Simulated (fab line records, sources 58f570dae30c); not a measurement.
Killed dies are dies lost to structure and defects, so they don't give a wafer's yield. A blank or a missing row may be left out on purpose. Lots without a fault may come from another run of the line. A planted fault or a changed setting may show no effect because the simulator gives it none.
One fault seen from 2 desks | flow berkeley_cmos170 | each desk has only its own numbers; what lay behind them comes last

THE TOOL OWNER'S DESK: implanter-03
The tool's own readings at UCB170_PLDD_IMPLANT_08: means of the sampled wafers that have a number, for each lot that ran on this tool. A lot is out of limits, marked OUT, if its mean lies more than 4 standard deviations from the usual mean; the brackets give that distance.
Columns: A = dose_ions_cm2 at UCB170_PLDD_IMPLANT_08, usual 4.999e+13; B = faraday_current_uA at UCB170_PLDD_IMPLANT_08, usual 159
lot  | first seen here | A                           | B
L973 | day 7 05:10     | 4.994e+13                   | 159
L976 | day 7 11:43     | 4.997e+13                   | 160
L977 | day 8 06:21     | 5.000e+13                   | 161
L980 | day 8 15:49     | 4.999e+13                   | 156
L983 | day 8 20:33     | 5.000e+13                   | 158
L982 | day 8 21:16     | 5.799e+13 (+99 or more) OUT | 185 (+7.5) OUT
L989 | day 10 16:53    | 5.801e+13 (+99 or more) OUT | 187 (+7.9) OUT
This desk's finding: out of limits on L982, L989; first on L982, day 8 21:16 (dose_ions_cm2 at UCB170_PLDD_IMPLANT_08). In limits: L973, L976, L977, L980, L983.

THE METROLOGY DESK
What the gauges read, lot by lot, whatever tool the lot ran on: means of the sampled wafers that have a number. A lot is out of limits, marked OUT, if its mean lies more than 4 standard deviations from the usual mean; the brackets give that distance.
Columns: A = PLDD_TW at UCB170_PLDD_TW_MEAS_11, usual 1006; B = PLDD_RS at UCB170_SDANNEAL_RS_MEAS_04, usual 1031.8 ohm/sq
lot  | first seen here | A    | B
L973 | day 7 05:32     | 1001 | 1032.0
L976 | day 7 12:05     | 1011 | 1032.3
L975 | day 7 12:49     | 1015 | 1031.0
L974 | day 7 13:09     | 1006 | 1030.6
L977 | day 8 06:44     | 1003 | 1037.0
L980 | day 8 16:11     | 1015 | 1031.3
L984 | day 8 20:40     | 1004 | 1029.7
L983 | day 8 20:56     | 996  | 1031.2
L982 | day 8 21:40     | 1025 | 966.4 (-23) OUT
L987 | day 10 03:47    | 1000 | 1038.1
L989 | day 10 17:17    | 1025 | 972.2 (-21) OUT
L993 | day 11 08:22    | 1003 | 1030.8
L995 | day 11 11:31    | 1010 | 1033.1
L996 | day 12 11:16    | 1008 | 1031.8
This desk's finding: out of limits on L982, L989; first on L982, day 9 11:16 (PLDD_RS at UCB170_SDANNEAL_RS_MEAS_04). In limits: L973, L976, L975, L974, L977, L980, L984, L983, L987, L993, L995, L996.

PUT TOGETHER
The tool owner's desk could have raised an alarm at day 8 21:16, on L982, L989.
The metrology desk could have raised an alarm at day 9 11:16, on L982, L989.
Of the lots named, all ran UCB170_PLDD_IMPLANT_08 on implanter-03.

WHAT THE SIMULATOR HAD PUT IN
Process parameter drift: implanter-03, from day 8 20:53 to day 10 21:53, at UCB170_PLDD_IMPLANT_08. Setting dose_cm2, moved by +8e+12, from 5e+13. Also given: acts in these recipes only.
Lots struck among those shown: L982, L989.
Hours from the fault's start to each desk's first reading out of limits: the tool owner's desk, 0; the metrology desk, 14.
